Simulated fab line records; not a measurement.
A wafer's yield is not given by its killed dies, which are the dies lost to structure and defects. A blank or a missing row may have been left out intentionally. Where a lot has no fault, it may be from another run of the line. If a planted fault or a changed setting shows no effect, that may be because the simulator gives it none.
Chamber matching :: flow berkeleyCmos170 :: wetBench-04 running UCB170_GATE_WET_ETCH_00: 4 sister chambers
The step etches SiO2 in dHF, time 200 s. 4 wafers are shown with their chamber, then 12 later ones without.

WAFERS WITH THEIR CHAMBER
wafer: L873.6
chamber: 2
runLengthS (s): 232

wafer: L876.5
chamber: 3
runLengthS (s): 234

wafer: L886.4
chamber: 0
runLengthS (s): 234

wafer: L888.6
chamber: 1
runLengthS (s): 235

WAFERS WHOSE CHAMBER IS MISSING
wafer: L889.2
runLengthS (s): 224

wafer: L889.3
runLengthS (s): 224

wafer: L889.5
runLengthS (s): 224

wafer: L891.1
runLengthS (s): 227

wafer: L891.2
runLengthS (s): 227

wafer: L891.3
runLengthS (s): 227

wafer: L892.4
runLengthS (s): 227

wafer: L892.5
runLengthS (s): 227

wafer: L892.6
runLengthS (s): 227

wafer: L893.2
runLengthS (s): 224

wafer: L893.4
runLengthS (s): 224

wafer: L893.6
runLengthS (s): 224

EACH ONE'S CHAMBER
wafer: L889.2
from the rows above: can't be placed: 2 or 0 or 3 or 1
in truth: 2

wafer: L889.3
from the rows above: can't be placed: 2 or 0 or 3 or 1
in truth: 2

wafer: L889.5
from the rows above: can't be placed: 2 or 0 or 3 or 1
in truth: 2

wafer: L891.1
from the rows above: can't be placed: 2 or 0 or 3 or 1
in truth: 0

wafer: L891.2
from the rows above: can't be placed: 2 or 0 or 3 or 1
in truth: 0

wafer: L891.3
from the rows above: can't be placed: 2 or 0 or 3 or 1
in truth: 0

wafer: L892.4
from the rows above: can't be placed: 2 or 0 or 3 or 1
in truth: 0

wafer: L892.5
from the rows above: can't be placed: 2 or 0 or 3 or 1
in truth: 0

wafer: L892.6
from the rows above: can't be placed: 2 or 0 or 3 or 1
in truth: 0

wafer: L893.2
from the rows above: can't be placed: 2 or 0 or 3 or 1
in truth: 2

wafer: L893.4
from the rows above: can't be placed: 2 or 0 or 3 or 1
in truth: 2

wafer: L893.6
from the rows above: can't be placed: 2 or 0 or 3 or 1
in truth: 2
Correctly placed: 0 of 12. Can't be placed from these rows: 12 (the true chamber is among the candidates in 12). Wrongly placed: 0.
How it was worked out, from the rows above alone: a wafer's distance from a chamber is the root of the sum, over the readings, of the square of ((its reading less the chamber's mean) divided by the reading's scatter). If the next closest chamber is less than 2 further off than the closest, the wafer can't be placed; otherwise it belongs to the closest. For every chamber, the mean is computed from those of its wafers that are shown. The scatter: root of mean squared gap, hidden wafer to nearest shown wafer, with one shown wafer a chamber.
